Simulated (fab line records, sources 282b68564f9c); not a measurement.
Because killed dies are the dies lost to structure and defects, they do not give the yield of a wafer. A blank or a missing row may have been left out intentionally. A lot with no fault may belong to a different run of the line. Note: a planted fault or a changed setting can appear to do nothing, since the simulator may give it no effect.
fab line records | flow ritCmos
record: lots: 15 | wafers: 45 | lastDay: 8
route steps=202 shown ACTIVE@15 M1@202
lots that met no fault: taken from a fault-free run of the same line
startH: hours from the record's first day to the start of the lot's first wafer shown | waitH: how many hours have passed since the lot's step before this one | " identical to the entry in the row above | L1.1+2: a row that stands for several wafers | - either no value or no given start | * or withheld: withheld | < > ~ a bound
route shown NAME@n: names a module that has steps shown in the file, with the first one's number in the route | usual: mean/standard deviation taken from wafers without a fault | same: alike in all rows | chamber/n: place in a boat | sites: each site's reading | _std_site: standard deviation of those values | _edge_site: outer sites' mean less inner sites' | radiusMm: how far each site lies from the wafer's centre | mask NAME#n: copy n | behind: the last tool/chamber to shape the wafer | hold: why the lot went on hold/how many hours it stayed there/how the hold came to an end | device: the n, p or np transistor that did not switch | end of line: the tests these same wafers got at the end of their route | a step with no rows: only its recipe | killed: the dies lost at the first sort to structure and to defects; this is not the yield of the wafer | map: a wafer's dies, marking killed ones x, the rest . and places with no die _
set.NAME: the setting as run; set.NAME@STEP: as run at that earlier step | model.NAME: the simulator's own value behind a step, which no gauge read
one table for each step of the route and one row for each wafer, over a sample of lots
services: a tool's chamber out of use, with start hour (startH, from the record's first day; less than 0 if before it), hours out, and reason
== steps ==
step: RIT_ACTIVE_STRIP_14
recipe: chemistry: O2 | timeS: 180 | resist: NOVOLAK | platenTempC: withheld | powerW: 500 | pressureMtorr: 4000 | o2FlowSccm: 4000
usual: chamberPressureMTorr: 4000/3.9 | drypumpMotorCurrentA: 5.8/0.51
lot.wafer | tool           | chamber | startH | waitH | chamberPressureMTorr | drypumpMotorCurrentA | rfHoursCounterH
L995.2    | plasmaAsher-02 | 0       | 19.97  | 0.1   | 4005                 | 6.5                  | 40
L995.3    | "              | 0       | "      | "     | 4001                 | 6.5                  | -
L995.6    | "              | 0       | "      | "     | 3993                 | 6.5                  | -
L996.2    | plasmaAsher-04 | 0       | 25.10  | 0.1   | 4003                 | 5.3                  | 41
L996.3    | "              | 0       | "      | "     | 3995                 | 5.3                  | -
L996.6    | "              | 0       | "      | "     | 3992                 | 5.3                  | -
L997.1    | plasmaAsher-02 | 0       | 30.70  | 0.1   | 4002                 | 6.5                  | 41
L997.2    | "              | 1       | "      | "     | 3998                 | 5.9                  | 41
L997.6    | "              | 1       | "      | "     | 4000                 | 5.9                  | -
L999.1    | plasmaAsher-02 | 1       | 41.65  | 0.1   | -                    | -                    | -
L999.2    | "              | 0       | "      | "     | -                    | -                    | -
L999.5    | "              | 0       | "      | "     | -                    | -                    | -
L100.1    | plasmaAsher-04 | 0       | 45.92  | 0.1   | -                    | -                    | -
L100.2    | "              | 1       | "      | "     | -                    | -                    | -
L100.6    | "              | 0       | "      | "     | -                    | -                    | -
L101.2    | plasmaAsher-02 | 1       | 50.99  | 0.1   | -                    | -                    | -
L101.5    | "              | 1       | "      | "     | -                    | -                    | -
L101.6    | "              | 0       | "      | "     | -                    | -                    | -
L102.1    | plasmaAsher-04 | 1       | 54.97  | 0.1   | 3996                 | 5.9                  | 44
L102.3    | "              | 1       | "      | "     | 4000                 | 5.9                  | -
L102.4    | "              | 0       | "      | "     | 4002                 | 5.3                  | -
L105.2    | plasmaAsher-02 | 0       | 71.41  | 0.1   | 3996                 | 6.5                  | 45
L105.3    | "              | 0       | "      | "     | 3998                 | 6.5                  | -
L105.6    | "              | 0       | "      | "     | 3997                 | 6.5                  | -
L106.1    | plasmaAsher-02 | 1       | 75.83  | 0.1   | 3999                 | 5.9                  | 46
L106.2    | "              | 0       | "      | "     | 3997                 | 6.5                  | 46
L106.3    | "              | 1       | "      | "     | 4009                 | 5.9                  | -
L108.2    | plasmaAsher-04 | 0       | 86.88  | 0.1   | 3996                 | 5.3                  | 48
L108.5    | "              | 0       | "      | "     | 3998                 | 5.3                  | -
L108.6    | "              | 1       | "      | "     | 3992                 | 5.9                  | -
L113.2    | plasmaAsher-04 | 1       | 113.39 | 0.1   | 3997                 | 5.9                  | 51
L113.4    | "              | 0       | "      | "     | 3997                 | 5.3                  | -
L113.5    | "              | 1       | "      | "     | 4001                 | 5.9                  | -
L114.3    | plasmaAsher-01 | 0       | 116.05 | 0.1   | 4003                 | 5.3                  | -
L114.4    | "              | 1       | "      | "     | 4001                 | 4.9                  | -
L114.5    | "              | 0       | "      | "     | 4002                 | 5.3                  | -
L115.2    | plasmaAsher-02 | 0       | 124.68 | 0.1   | 4002                 | 6.5                  | 0
L115.3    | "              | 0       | "      | "     | 4000                 | 6.5                  | -
L115.4    | "              | 1       | "      | "     | 4000                 | 5.9                  | -
L116.1    | plasmaAsher-02 | 0       | 129.71 | 0.1   | 3998                 | 6.5                  | 1
L116.2    | "              | 1       | "      | "     | 3993                 | 5.9                  | 1
L116.6    | "              | 0       | "      | "     | 3999                 | 6.5                  | -
L117.2    | plasmaAsher-02 | 0       | 131.81 | 0.1   | 3997                 | 6.5                  | 1
L117.4    | "              | 1       | "      | "     | 4003                 | 5.9                  | -
L117.6    | "              | 0       | "      | "     | 4006                 | 6.5                  | -
step: RIT_M1_PROBE_99
usual: killedAtContacts: 0.1/0.27 | killedAtFrontEnd: 7/3.1 | killedDies: 7/3.2 | killedOnRim: 1.8/1.4 | killedOpen: 3.8/2.1 | killedShort: 3.6/2
same: grossDies: 264 | killed_at_M0_to_M3: 0 | killed_at_M4_up: 0 | killedAtBackSide: 0 | killedAtOther: 0
lot.wafer | tool      | chamber | startH | waitH | killedAtContacts | killedAtFrontEnd | killedDies | killedOnRim | killedOpen | killedShort
L995.2    | prober-02 | -       | 66.07  | 0.1   | 0                | 5                | 5          | 2           | 1          | 4
L995.3    | prober-02 | -       | 66.12  | 0.2   | 0                | 8                | 8          | 2           | 4          | 4
L995.6    | prober-02 | -       | 66.27  | 0.2   | 0                | 8                | 8          | 1           | 4          | 4
L997.1    | prober-02 | -       | 77.34  | 0.1   | 0                | 12               | 12         | 1           | 6          | 6
L997.2    | prober-02 | -       | 77.39  | 0.1   | 0                | 5                | 5          | 1           | 2          | 3
L997.6    | prober-02 | -       | 77.59  | 0.2   | 0                | 7                | 7          | 0           | 3          | 4
L999.1    | prober-02 | -       | 87.36  | 0.1   | 0                | 264              | 264        | 70          | 3          | 5
L999.2    | prober-02 | -       | 87.41  | 0.1   | 0                | 264              | 264        | 70          | 2          | 8
L999.5    | prober-02 | -       | 87.56  | 0.2   | 0                | 264              | 264        | 70          | 2          | 5
L100.1    | prober-01 | -       | 93.49  | 0.1   | 1                | 263              | 264        | 70          | 4          | 2
L100.2    | prober-01 | -       | 93.54  | 0.1   | 0                | 264              | 264        | 70          | 2          | 5
L100.6    | prober-01 | -       | 93.74  | 0.2   | 0                | 264              | 264        | 70          | 1          | 2
L101.2    | prober-02 | -       | 97.06  | 0.1   | 0                | 264              | 264        | 70          | 2          | 2
L101.5    | prober-02 | -       | 97.21  | 0.2   | 0                | 264              | 264        | 70          | 3          | 3
L101.6    | prober-02 | -       | 97.26  | 0.2   | 0                | 264              | 264        | 70          | 7          | 4
L102.1    | prober-01 | -       | 99.61  | 0.1   | 0                | 15               | 15         | 4           | 8          | 7
L102.3    | prober-01 | -       | 99.71  | 0.2   | 0                | 6                | 6          | 1           | 1          | 5
L102.4    | prober-01 | -       | 99.76  | 0.2   | 0                | 4                | 4          | 2           | 1          | 3
L105.2    | prober-02 | -       | 119.63 | 0.1   | 0                | 7                | 7          | 0           | 2          | 5
L105.3    | prober-02 | -       | 119.68 | 0.2   | 0                | 10               | 10         | 3           | 8          | 2
L105.6    | prober-02 | -       | 119.83 | 0.2   | 0                | 7                | 7          | 1           | 2          | 5
L108.2    | prober-01 | -       | 141.59 | 0.1   | 0                | 7                | 7          | 2           | 5          | 2
L108.5    | prober-01 | -       | 141.74 | 0.2   | 0                | 3                | 3          | 1           | 1          | 2
L108.6    | prober-01 | -       | 141.79 | 0.2   | 0                | 10               | 10         | 3           | 8          | 2
L115.2    | prober-02 | -       | 185.11 | 0.1   | 0                | 4                | 4          | 1           | 2          | 2
L115.3    | prober-02 | -       | 185.16 | 0.2   | 0                | 3                | 3          | 1           | 3          | 0
L115.4    | prober-02 | -       | 185.21 | 0.2   | 0                | 6                | 6          | 3           | 3          | 3
killed by level:class
L995.2 SILICIDE:geometricParticle:short=2 FOX1:geometricParticle:open=1 GATE:geometricParticle:short=1 REOX:geometricParticle:short=1
L995.3 REOX:geometricParticle:open=2 REOX:geometricParticle:short=2 FOX1:geometricParticle:short=1 FOX2:geometricParticle:open=1 GATE:geometricParticle:open=1 GATE:geometricParticle:short=1
L995.6 GATE:geometricParticle:open=2 FOX1:geometricParticle:open=1 FOX2:geometricParticle:open=1 FOX2:geometricParticle:short=1 GATE:geometricParticle:short=1 SPACER:geometricParticle:short=1 SILICIDE:geometricParticle:short=1
L997.1 SPACER:geometricParticle:short=5 GATE:geometricParticle:open=2 SPACER:geometricParticle:open=2 REOX:geometricParticle:open=1 REOX:geometricParticle:short=1 SILICIDE:geometricParticle:open=1
L997.2 FOX1:geometricParticle:short=1 FOX2:geometricParticle:short=1 GATE:geometricParticle:open=1 REOX:geometricParticle:short=1 SILICIDE:geometricParticle:open=1
L997.6 GATE:geometricParticle:open=2 SILICIDE:geometricParticle:short=2 FOX1:geometricParticle:short=1 FOX1:geometricParticle:open=1 REOX:geometricParticle:short=1
L999.1 FOX1:areaOxidation=256 FOX2:geometricParticle:short=2 SPACER:geometricParticle:open=2 FOX1:geometricParticle:open=1 FOX1:geometricParticle:short=1 GATE:geometricParticle:short=1 REOX:geometricParticle:short=1
L999.2 FOX1:areaOxidation=254 GATE:geometricParticle:short=3 FOX1:geometricParticle:short=2 FOX2:geometricParticle:short=2 FOX1:geometricParticle:open=1 FOX2:geometricParticle:open=1 REOX:geometricParticle:short=1
L999.5 FOX1:areaOxidation=257 FOX2:geometricParticle:short=3 FOX2:geometricParticle:open=1 GATE:geometricParticle:short=1 GATE:geometricParticle:open=1 SILICIDE:geometricParticle:short=1
L100.1 FOX1:areaOxidation=258 REOX:geometricParticle:open=3 FOX2:geometricParticle:open=1 SILICIDE:geometricParticle:short=1 CONTACT:geometricParticle:short=1
L100.2 FOX1:areaOxidation=257 GATE:geometricParticle:short=3 FOX1:geometricParticle:short=1 FOX1:geometricParticle:open=1 FOX2:geometricParticle:short=1 REOX:geometricParticle:open=1
L100.6 FOX1:areaOxidation=261 GATE:geometricParticle:short=1 REOX:geometricParticle:short=1 REOX:geometricParticle:open=1
L101.2 FOX1:areaOxidation=260 GATE:geometricParticle:short=1 REOX:geometricParticle:open=1 SPACER:geometricParticle:open=1 SILICIDE:geometricParticle:short=1
L101.5 FOX1:areaOxidation=258 FOX1:geometricParticle:short=1 GATE:geometricParticle:open=1 REOX:geometricParticle:open=1 SPACER:geometricParticle:short=1 SPACER:geometricParticle:open=1 SILICIDE:geometricParticle:short=1
L101.6 FOX1:areaOxidation=253 GATE:geometricParticle:open=4 GATE:geometricParticle:short=3 SILICIDE:geometricParticle:open=2 REOX:geometricParticle:short=1 SPACER:geometricParticle:open=1
L102.1 GATE:geometricParticle:open=4 GATE:geometricParticle:short=3 FOX1:geometricParticle:short=2 SILICIDE:geometricParticle:open=1 FOX1:geometricParticle:open=1 FOX2:geometricParticle:short=1 FOX2:geometricParticle:open=1 SPACER:geometricParticle:open=1
L102.3 FOX1:geometricParticle:short=2 GATE:geometricParticle:short=2 SPACER:geometricParticle:open=1 SILICIDE:geometricParticle:short=1
L102.4 ACTIVE:geometricParticle:short=1 FOX1:geometricParticle:open=1 FOX1:geometricParticle:short=1 GATE:geometricParticle:short=1
L105.2 GATE:geometricParticle:open=2 FOX1:geometricParticle:short=1 FOX2:geometricParticle:short=1 GATE:geometricParticle:short=1 SPACER:geometricParticle:short=1 SILICIDE:geometricParticle:short=1
L105.3 GATE:geometricParticle:open=6 GATE:geometricParticle:short=1 SPACER:geometricParticle:open=1 SILICIDE:geometricParticle:short=1 SILICIDE:geometricParticle:open=1
L105.6 SPACER:geometricParticle:short=3 GATE:geometricParticle:open=2 GATE:geometricParticle:short=1 SILICIDE:geometricParticle:short=1
L108.2 SPACER:geometricParticle:open=2 FOX1:geometricParticle:open=1 FOX1:geometricParticle:short=1 GATE:geometricParticle:short=1 GATE:geometricParticle:open=1 SILICIDE:geometricParticle:open=1
L108.5 GATE:geometricParticle:open=1 REOX:geometricParticle:short=1 SPACER:geometricParticle:short=1
L108.6 GATE:geometricParticle:open=6 SPACER:geometricParticle:open=2 GATE:geometricParticle:short=1 SILICIDE:geometricParticle:short=1
L115.2 ACTIVE:geometricParticle:open=1 FOX1:geometricParticle:short=1 GATE:geometricParticle:short=1 SILICIDE:geometricParticle:open=1
L115.3 FOX1:geometricParticle:open=1 FOX2:geometricParticle:open=1 SPACER:geometricParticle:open=1
L115.4 GATE:geometricParticle:short=2 SILICIDE:geometricParticle:open=2 FOX2:geometricParticle:short=1 SPACER:geometricParticle:open=1
== services ==
tool           | chamber | startH | hours | kind
plasmaAsher-01 | -       | -1.05  | 3.0   | repair
plasmaAsher-01 | -       | 54.84  | 6.3   | repair
plasmaAsher-02 | -       | 108.75 | 9.0   | pm
plasmaAsher-02 | 0       | 108.75 | 9.0   | ventCycle
plasmaAsher-02 | 1       | 108.75 | 9.0   | ventCycle
plasmaAsher-02 | 0       | 117.75 | -     | clean
plasmaAsher-02 | 1       | 117.75 | -     | clean
== key ==
firstSign: step: RIT_ACTIVE_STRIP_14 | reading: toolRecord | direction: missing
effect: step: RIT_M1_PROBE_99 | reading: killedAtFrontEnd | direction: up | sigmas: 82 | usual: 7 | struck: 264
moreKillsBornAt: RIT_FOX1_OXIDATION_00@furnace-04: 1543 | RIT_FOX1_OXIDATION_00@furnace-01: 771
metAt RIT_ACTIVE_STRIP_14
struckLots L999,L100,L101
laterRowsLeftOut L999.1,L999.2,L999.5,L100.1,L100.2,L100.6,L101.2,L101.5,L101.6
testerLeftOut L999,L100,L101
onsetBetween 30.70 41.65
fault: kind: skippedStepWhole | tool: plasmaAsher-02,plasmaAsher-04 | chamber: - | onsetH: 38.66 | steps: RIT_ACTIVE_STRIP_14 | scope: struckLotsOnly
testerLeftOut: of these lots the tester's yield and bins aren't shown, on N5 and GAA mostly nor the transistor test; their killed dies are dies lost to structure and defects alone, not to doping, threshold or leakage, so they don't give the yield
laterRowsLeftOut: the simulator's readings of these wafers behind a module that went badly wrong aren't trusted and aren't shown, but for the sort
